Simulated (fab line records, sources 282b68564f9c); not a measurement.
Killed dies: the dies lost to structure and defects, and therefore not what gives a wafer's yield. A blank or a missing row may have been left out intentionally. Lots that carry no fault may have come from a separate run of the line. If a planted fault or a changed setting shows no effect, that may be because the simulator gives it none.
Commonality check across tools    flow rit_cmos    13 lots and 39 wafers in the sample

== WHY THIS WAS OPENED ==
RIT_PLDD_TW_MEAS_10, reading PLDD_TW: flagged on 1 of 13 lots. Wafers without a fault read 2346, standard deviation 15.
Rule: a lot is flagged in two cases, either no wafer of it has a number, or all its wafers with numbers fall more than 4 standard deviations from that mean. All remaining lots are regarded as sound.

lot   measured     on             PLDD_TW, wafer by wafer  flag
L898  day 2 22:24  film_metro-02  2369 2351 2358           
L901  day 3 17:15  film_metro-02  2362 2372 2351           
L902  day 3 19:46  film_metro-02  2380 2356 2370           
L903  day 4 01:03  film_metro-04  2330 2349 2337           
L905  day 4 18:08  film_metro-01  2332 2350 2347           
L906  day 4 20:41  film_metro-02  2371 2367 2366           
L907  day 4 22:46  film_metro-04  2313 2333 2338           
L908  day 5 03:36  film_metro-01  2339 2347 2347           
L909  day 5 09:45  film_metro-04  2344 2319 2323           
L911  day 5 17:24  film_metro-04  2337 2337 2345           
L913  day 6 04:38  film_metro-01  2342 2345 2352           
L914  day 6 08:33  film_metro-01  30 30 30                 FLAGGED
L915  day 6 13:23  film_metro-02  2361 2351 2365           
On average the flagged lots read 30, which is -2316 against the usual, or -99 or more standard deviations.

== TOOL THAT RAN EACH LOT ==
The record keeps 1 process step preceding the reading, out of 202 steps on the route. Each cell gives the tool, then ch followed by the chambers the sampled wafers passed through, then the start.
lot   flag     RIT_PLDD_EXPOSE_03
L898           iline_stepper-02 ch 0, day 2 21:29
L901           iline_stepper-01 ch 0, day 3 16:19
L902           iline_stepper-02 ch 0, day 3 18:52
L903           iline_stepper-02 ch 0, day 4 00:08
L905           iline_stepper-02 ch 0, day 4 17:13
L906           iline_stepper-02 ch 0, day 4 19:47
L907           iline_stepper-02 ch 0, day 4 21:52
L908           iline_stepper-01 ch 0, day 5 02:29
L909           iline_stepper-02 ch 0, day 5 08:51
L911           iline_stepper-01 ch 0, day 5 16:30
L913           iline_stepper-02 ch 0, day 6 03:43
L914  FLAGGED  iline_stepper-02 ch 0, day 6 07:38
L915           iline_stepper-01 ch 0, day 6 12:30
What the steps here do:
- RIT_PLDD_EXPOSE_03: exposes mask M8, target cd 40900 nm.
- RIT_PLDD_TW_MEAS_10

== FLAGGED OVER TOTAL, TOOL BY TOOL (the gauges that took the reading come last) ==
step                 tool              lots run  flagged  share of the flagged lots  sound lots run after its first flagged lot
RIT_PLDD_EXPOSE_03   iline_stepper-01  4         0        none                       -
RIT_PLDD_EXPOSE_03   iline_stepper-02  9         1        all                        0
RIT_PLDD_TW_MEAS_10  film_metro-01     4         1        all                        0
RIT_PLDD_TW_MEAS_10  film_metro-02     5         0        none                       -
RIT_PLDD_TW_MEAS_10  film_metro-04     4         0        none                       -

== WHAT THE TABLE PERMITS ==
Rows of the table that ran all the flagged lots, 2 in number: iline_stepper-02 at RIT_PLDD_EXPOSE_03; film_metro-01 at RIT_PLDD_TW_MEAS_10.
- iline_stepper-02 at RIT_PLDD_EXPOSE_03: 1 of its 9 lots flagged. Its last sound lot is L913 (day 6 03:43), its first flagged lot L914 (day 6 07:38): a fault that began between those two fits.
- film_metro-01 at RIT_PLDD_TW_MEAS_10: 1 of its 4 lots flagged. Its last sound lot is L913 (day 6 04:38), its first flagged lot L914 (day 6 08:33): a fault that began between those two fits.
These 2 tools cannot be told apart by counting lots, since each of them fits a fault that started at some hour. More lots, or a look at what each step does to the wafer, might.

== WHAT HAD BEEN PUT IN BY THE SIMULATOR ==
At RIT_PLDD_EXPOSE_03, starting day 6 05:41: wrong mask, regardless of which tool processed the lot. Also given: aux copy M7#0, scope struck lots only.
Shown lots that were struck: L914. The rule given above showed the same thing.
